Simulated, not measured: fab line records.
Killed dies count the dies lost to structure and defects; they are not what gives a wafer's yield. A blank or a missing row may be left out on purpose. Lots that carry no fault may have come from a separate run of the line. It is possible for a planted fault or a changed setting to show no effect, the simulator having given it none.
Split-lot study | flow berkeley cmos170 | 5 lots, 23 wafers read, on a route of 331 steps

## SPLIT DETAILS
At UCB170_NSD_IMPLANT_08, the setting energy kev was moved away from the recipe's 40 on 4 of the 23 wafers read, by -2.9% to +5.4%. All remaining wafers had this setting at the recipe value.

## SPLIT TO READING: what lies between them in the file, 1 step
- UCB170_NSD_STRIP_09: strips in O2

## THE READING
NSD_TW, at UCB170_NSD_TW_MEAS_10. On this fab line, fault-free wafers typically give 4186 with a standard deviation of 28.

wafer  | tool, chamber at the split | energy kev as run | against the recipe | NSD_TW | against lot-mates on the recipe
L074.1 | implanter-01, 0            | 40                | recipe             | 4149   | -
L074.3 | implanter-01, 0            | 40                | recipe             | 4183   | -
L074.5 | implanter-01, 0            | 40                | recipe             | 4159   | -
L078.1 | implanter-01, 0            | 40                | recipe             | 4182   | -
L078.2 | implanter-01, 0            | 40                | recipe             | 4182   | -
L078.3 | implanter-01, 0            | 40                | recipe             | 4187   | -
L078.5 | implanter-01, 0            | 40                | recipe             | 4191   | -
L078.6 | implanter-01, 0            | 40                | recipe             | 4204   | -
L079.1 | implanter-02, 0            | 38.84             | -2.9%              | 4165   | -35
L079.2 | implanter-02, 0            | 38.84             | -2.9%              | 4179   | -21
L079.3 | implanter-02, 0            | 40                | recipe             | 4207   | -
L079.4 | implanter-02, 0            | 40                | recipe             | 4212   | -
L079.6 | implanter-02, 0            | 40                | recipe             | 4181   | -
L082.1 | implanter-02, 0            | 40                | recipe             | 4177   | -
L082.2 | implanter-02, 0            | 42.15             | +5.4%              | 4238   | +61
L082.3 | implanter-02, 0            | 42.15             | +5.4%              | 4248   | +71
L082.4 | implanter-02, 0            | 40                | recipe             | 4182   | -
L082.6 | implanter-02, 0            | 40                | recipe             | 4171   | -
L083.1 | implanter-02, 0            | 40                | recipe             | 4167   | -
L083.2 | implanter-02, 0            | 40                | recipe             | 4158   | -
L083.3 | implanter-02, 0            | 40                | recipe             | 4149   | -
L083.4 | implanter-02, 0            | 40                | recipe             | 4159   | -
L083.6 | implanter-02, 0            | 40                | recipe             | 4180   | -

FIT RESULTS
A straight line over all 23 wafers: NSD_TW changes by +9.64 for each +1% of energy kev; r = +0.70; the points scatter about the line by 19.
The same after taking each lot's own level away (the mean of its wafers on the recipe; 23 wafers): +11.7 for each +1%; r = +0.90; scatter 11.
The reading moves by 63 for the largest change in energy kev, on that fit.
The span of the lots' own levels, 4162.6 to 4200.0, comes to 1.3 times the standard deviation stated above.
So the lot-to-lot level blurs the effect unless lot-mates are compared.
Check: with one of the wafers moved furthest among these (+5.4%) left out of the fit, the line predicts +65.2 for it against its lot-mates. It came out at +61.3 against them.

## THE WHOLE CHAIN: every reading that the file lists as answering this split, in the file's order
step                  | what it does | reading                                                         | change (the file's fit)               | r (the file's)
UCB170_NSD_IMPLANT_08 |              | implant.rp nm (the simulator's own value, which no gauge read)  | +0.477 nm for each +1% of the setting | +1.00
UCB170_NSD_IMPLANT_08 |              | implant.drp nm (the simulator's own value, which no gauge read) | +0.179 nm for each +1% of the setting | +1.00
UCB170_NSD_STRIP_09   | strips in O2 | strip time to endpoint s                                        | withheld for each +1% of the setting  | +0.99
UCB170_NSD_TW_MEAS_10 |              | NSD_TW                                                          | +11.7 for each +1% of the setting     | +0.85

## THE FILE'S OWN FIT
NSD_TW changes by +11.7 for each +1% of energy kev, r = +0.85.
